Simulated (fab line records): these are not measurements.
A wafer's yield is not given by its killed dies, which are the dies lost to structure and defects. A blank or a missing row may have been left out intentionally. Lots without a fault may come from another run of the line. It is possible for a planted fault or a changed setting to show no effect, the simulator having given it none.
What tool caused it? / flow berkeleyCmos170 / Sampling: 11 lots, 33 wafers, 2 of 331 route steps

== WHAT THE GAUGES READ, wafer by wafer ==
UCB170_ACTIVE_THK_MEAS_03.
lot=L962; measured=day 3 23:31; on=filmMetro-01; ACTIVE_OXIDE_THK (nm)=26.8 26.6 26.6
lot=L963; measured=day 3 23:31; on=filmMetro-03; ACTIVE_OXIDE_THK (nm)=26.3 26.6 26.1
lot=L964; measured=day 3 23:31; on=filmMetro-02; ACTIVE_OXIDE_THK (nm)=26.4 26.1 26.4
lot=L965; measured=day 4 19:05; on=filmMetro-03; ACTIVE_OXIDE_THK (nm)=26.4 26.3 26.2
lot=L966; measured=day 4 11:49; on=filmMetro-03; ACTIVE_OXIDE_THK (nm)=26.4 26.8 26.3
lot=L967; measured=day 4 21:55; on=filmMetro-02; ACTIVE_OXIDE_THK (nm)=25.6 25.8 26.2
lot=L968; measured=day 4 21:56; on=filmMetro-03; ACTIVE_OXIDE_THK (nm)=25.6 25.9 25.8
lot=L970; measured=day 5 16:12; on=filmMetro-02; ACTIVE_OXIDE_THK (nm)=25.4 26.1 26.1
lot=L977; measured=day 6 16:25; on=filmMetro-02; ACTIVE_OXIDE_THK (nm)=37.4 37.7 37.7
lot=L978; measured=day 6 16:23; on=filmMetro-03; ACTIVE_OXIDE_THK (nm)=38.5 38.8 38.5
lot=L979; measured=day 6 20:05; on=filmMetro-02; ACTIVE_OXIDE_THK (nm)=26.9 26.9 26.6

== WHAT TOOL EACH LOT RAN ON (gives the tool, then ch and the chambers of the sampled wafers, and finally the start) ==
lot=L962; UCB170_ACTIVE_OXIDATION_02=furnace-01 ch 0, day 3 22:10
lot=L963; UCB170_ACTIVE_OXIDATION_02=furnace-01 ch 0, day 3 22:10
lot=L964; UCB170_ACTIVE_OXIDATION_02=furnace-01 ch 0, day 3 22:10
lot=L965; UCB170_ACTIVE_OXIDATION_02=furnace-04 ch 0, day 4 17:43
lot=L966; UCB170_ACTIVE_OXIDATION_02=furnace-01 ch 0, day 4 10:28
lot=L967; UCB170_ACTIVE_OXIDATION_02=furnace-04 ch 0, day 4 20:34
lot=L968; UCB170_ACTIVE_OXIDATION_02=furnace-04 ch 0, day 4 20:34
lot=L970; UCB170_ACTIVE_OXIDATION_02=furnace-04 ch 0, day 5 14:48
lot=L977; UCB170_ACTIVE_OXIDATION_02=furnace-04 ch 0, day 6 15:02
lot=L978; UCB170_ACTIVE_OXIDATION_02=furnace-04 ch 0, day 6 15:02
lot=L979; UCB170_ACTIVE_OXIDATION_02=furnace-01 ch 0, day 6 18:44
- UCB170_ACTIVE_OXIDATION_02: target thk 26.4 nm, ox time 1260 s.

== THE ANSWER, worked out from the rows above alone ==
Rule: usual is defined by the lots themselves. The widest of any qualifying gaps counts: lots, ordered by their means at a reading, are off when they make up no more than a third of the lots, leave a main group of 4 or more, and stand apart from it by 3 or more times the standard deviation of that group's means. Not used: any main group whose means are identical at the precision the tables above print for the reading. Also off: a lot with no number at a reading for which 4 or more lots have one. All remaining lots with rows at the step are treated as sound.
Off: at UCB170_ACTIVE_THK_MEAS_03 (ACTIVE_OXIDE_THK), L977, L978. Mean 26.3 nm and standard deviation 0.35 in the main group.
A tool fits if, at a process step before that reading, it ran every lot that is off, and no sound lot after the first of them. Those tools and the gauges at UCB170_ACTIVE_THK_MEAS_03 are tried in the same way. One candidate fits, namely furnace-04 at UCB170_ACTIVE_OXIDATION_02. Its last sound lot is L970 (day 5 14:48), its first lot that is off L977 (day 6 15:02): a fault that began between those two fits.

== WHAT THE SIMULATOR HAD INSERTED ==
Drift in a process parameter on furnace-04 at UCB170_ACTIVE_OXIDATION_02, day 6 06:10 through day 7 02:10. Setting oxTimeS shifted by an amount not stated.
Struck lots among those shown: L978, L977. The same result came from the rule above.
